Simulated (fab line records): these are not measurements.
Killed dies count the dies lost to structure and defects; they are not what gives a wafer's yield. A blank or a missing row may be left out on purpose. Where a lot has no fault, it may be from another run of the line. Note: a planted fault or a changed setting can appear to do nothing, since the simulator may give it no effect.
Matching of chambers | flow berkeley-cmos170 | rie-diel-01 running UCB170_CONTACT_ETCH_17: 4 sister chambers
The step etches BARC in N2/H2. 4 wafers are shown with their chamber, then 8 later ones without.

== WAFERS WITH THEIR CHAMBER ==
wafer  | chamber | throttle-valve-pct (%)
L930.5 | 1       | 13.37
L934.1 | 2       | 13.16
L934.4 | 0       | 13.49
L941.2 | 3       | 13.36

== WAFERS WITH NO CHAMBER GIVEN ==
wafer  | throttle-valve-pct (%)
L941.5 | 13.36
L941.6 | 13.15
L947.4 | 13.15
L947.5 | 13.49
L947.6 | 13.38
L948.2 | 13.50
L948.3 | 13.16
L948.5 | 13.48

== CHAMBER TAKEN BY EACH ==
wafer  | from the rows above     | in truth
L941.5 | can't be placed: 3 or 1 | 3
L941.6 | 2                       | 2
L947.4 | 2                       | 2
L947.5 | 0                       | 0
L947.6 | can't be placed: 1 or 3 | 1
L948.2 | 0                       | 0
L948.3 | 2                       | 2
L948.5 | 0                       | 0
Correct placement for 6 of the 8. These rows do not allow placing 2 (true chamber among the candidates in 2). Number placed wrongly: 0.
How it was worked out, from the rows above alone: a wafer's distance from a chamber is the root of the sum, over the readings, of the square of ((its reading less the chamber's mean) divided by the reading's scatter). If the next closest chamber is less than 2 further off than the closest, the wafer can't be placed; otherwise it belongs to the closest. Each chamber's mean is taken over the wafers shown for it. The scatter: root of mean squared gap, hidden wafer to nearest shown wafer, with one shown wafer a chamber.
